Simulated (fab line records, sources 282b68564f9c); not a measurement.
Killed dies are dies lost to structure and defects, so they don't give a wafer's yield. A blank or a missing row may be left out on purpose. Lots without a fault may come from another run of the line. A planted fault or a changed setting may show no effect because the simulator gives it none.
Problem report in the 8D (eight disciplines) form, filled by code | flow rit_cmos | the parts of the form that need people (team, actions taken, sign-off) are left out

1. THE PROBLEM
PSD_TW at RIT_PSD_TW_MEAS_10 reads a mean of 3684 on 6 wafers of 2 lots; wafers without a fault read 3450 with a standard deviation of 34. That is +6.9 standard deviations from the usual mean.
First seen on wafer L482.1, day 4 12:19, on film_metro-02. The record holds 39 wafers of 13 lots with a number at this step. Rule for "out", or "out of limits": more than 4 standard deviations from the usual mean. The other wafers with a number count as sound.

2. WHAT IT IS AND WHAT IT IS NOT
question                    | is                     | is not
which readings at this step | PSD_TW                 | -
which lots                  | L482, L484             | L475, L476, L477, L478, L479, L480, L481, L483, L493, L494, L498
which wafers of those lots  | all that have a number | -
read on which gauges        | film_metro-02          | film_metro-03, film_metro-04
when                        | from day 4 12:19       | up to then (21 sound wafers); but 12 sound wafers of L483, L493, L494, L498 came after

3. SUSPECTS, AND WHAT RULES EACH OUT
Counting: a tool at a process step up to the reading stays a suspect if it ran every lot that is out and no sound lot after the first of them.
- the gauge at RIT_PSD_TW_MEAS_10: ruled out. All the wafers that are out were read on film_metro-02, but those of them that RIT_PSD_IMPLANT_08 has rows for are out there too, on other tools.
- implanter-01 at RIT_PSD_IMPLANT_08: kept. It ran every lot that is out, first L482 (day 4 11:59), and no sound lot after that; its last sound lot up to then is L481 (day 4 06:59). Its own readings are out on those wafers: beam_energy_keV.
Left after counting: implanter-01 at RIT_PSD_IMPLANT_08.

4. THE CAUSE (what the simulator had put in)
Process parameter drift: implanter-01, from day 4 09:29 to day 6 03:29, at RIT_PSD_IMPLANT_08. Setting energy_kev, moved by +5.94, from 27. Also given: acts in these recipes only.
Counting left only this tool.

5. THE CHAIN OF EFFECTS, in route order
Each row: a reading whose mean over the struck wafers that have a number lies more than 3 standard deviations from the usual. Only readings for which the record gives a usual standard deviation are gone through. hours: the time from each lot's start at the first step in this table that gives one to its start at this step, as a median over the lots. sigmas: the change in usual standard deviations.
hours | step                    | reading         | usual        | on struck wafers | change | sigmas
0     | RIT_PSD_IMPLANT_08      | beam_energy_keV | 27.000       | 32.941           | +5.941 | +99 or more
0     | RIT_PSD_TW_MEAS_10      | PSD_TW          | 3450         | 3684             | +234   | +6.9
1     | RIT_SDANNEAL_RS_MEAS_04 | PSD_RS          | 116.0 ohm/sq | 104.5            | -11.5  | -38
The process steps in it:
- RIT_PSD_IMPLANT_08

6. WHAT WOULD HAVE CAUGHT IT SOONER
In this record the first reading out of limits at a measuring or inspecting step was taken at day 4 12:19, 3 hours after the fault began at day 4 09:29.
The tool's own readings at RIT_PSD_IMPLANT_08 were out on every struck wafer that the step has a row for (beam_energy_keV): an alarm limit on them would have fired on the first of those.
Of the lots that are out (2), L484 began RIT_PSD_IMPLANT_08 on implanter-01 after day 4 12:19. A hold on the tool at that time would have spared it.
